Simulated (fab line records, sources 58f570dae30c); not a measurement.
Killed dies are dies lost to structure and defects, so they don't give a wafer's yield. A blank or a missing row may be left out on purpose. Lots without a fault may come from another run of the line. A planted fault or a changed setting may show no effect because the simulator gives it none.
A struck lot beside a sound one | flow berkeley_cmos170 | 15 steps out of a route of 331
Sound: wafers L550.1, L550.4, L550.6. Struck: wafers L535.3, L535.4, L535.5. The cause comes at the end.
At each step with rows: each side's tool, then ch and its chambers, then its first start. Under that, the readings that differ: sound wafers | struck wafers | difference of the means | sigmas: that difference in standard deviations of wafers without a fault.
alike: readings whose means differ by less than 2 such deviations, and words and numbers that are the same on both sides. not compared: withheld readings, readings that some wafer has no value for, bounds like >300 that may hide the same value, and numbers for which the record gives no deviation and whose values overlap.
The two part at a step that has a row with sigmas, a row that says differs or no value, or rows on one side only. Numbers that don't overlap but have no deviation are shown without sigmas and don't part them. A reading that every wafer of one side lacks parts them only if that side has two wafers or more.

UCB170_NVT_TW_MEAS_09:
  sound on film_metro-01, day 10 03:00; struck on film_metro-01, day 6 09:19
  alike: NVT_TW
then, 7 steps without rows for these wafers: UCB170_NVT_CLEAN_10 (cleans in SPM, time 600 s); UCB170_PVT_HMDS_00 (prime time 60 s); UCB170_PVT_COAT_01 (resist thk 900 nm); UCB170_PVT_SOFTBAKE_02 (time 60 s); UCB170_PVT_EXPOSE_03 (exposes mask NWELL, target cd 3000 nm); UCB170_PVT_PEB_04; UCB170_PVT_DEVELOP_05 (develop time 45 s).
UCB170_PVT_OVL_MEAS_06:
  sound on overlay-01, day 10 04:16; struck on overlay-02, day 6 10:44
  alike: PVT_OVL
then, 1 step without rows for these wafers: UCB170_PVT_IMPLANT_07.
UCB170_PVT_STRIP_08: strips in O2.
  sound on plasma_asher-01 ch 0,1, day 10 04:27; struck on plasma_asher-02 ch 0,1, day 6 10:56
  alike: drypump_motor_current_A, oes_product_au, strip_time_to_endpoint_s
  not compared: rf_hours_counter_h
UCB170_PVT_TW_MEAS_09:
  sound on film_metro-02, day 10 04:33; struck on film_metro-01, day 6 11:01
  alike: PVT_TW
UCB170_GATE_WET_ETCH_00: etches SiO2 in dHF, time 200 s.
  sound on wet_bench-02 ch 1, day 10 04:37; struck on wet_bench-03 ch 0, day 6 11:04
  no value came back on the struck wafers for bath_heat_duty_pct (%), run_length_s (s); on the sound wafers bath_heat_duty_pct (%) reads 5.3 5.4 4.6
  reading                                         | sound | struck            | difference | sigmas
  model.SiO2_of_SCREENOX_OXIDATION_01.thk_nm (nm) | 0 0 0 | 14.61 14.72 14.72 | +14.68     |
UCB170_FIELD_THK_MEAS_91:
  sound on film_metro-01, day 10 04:40; struck on film_metro-04, day 6 11:09
  reading                     | sound       | struck      | difference | sigmas
  FIELD_OXIDE_LEFT_2_THK (nm) | 354 349 349 | 399 404 396 | +49        | +5
then, 1 step without rows for these wafers: UCB170_GATE_OXIDATION_01 (target thk 6.6 nm, ox time 1800 s).

WHERE THEY PART
First at UCB170_GATE_WET_ETCH_00; last, within this record, at UCB170_FIELD_THK_MEAS_91.

WHY: what the simulator had put in
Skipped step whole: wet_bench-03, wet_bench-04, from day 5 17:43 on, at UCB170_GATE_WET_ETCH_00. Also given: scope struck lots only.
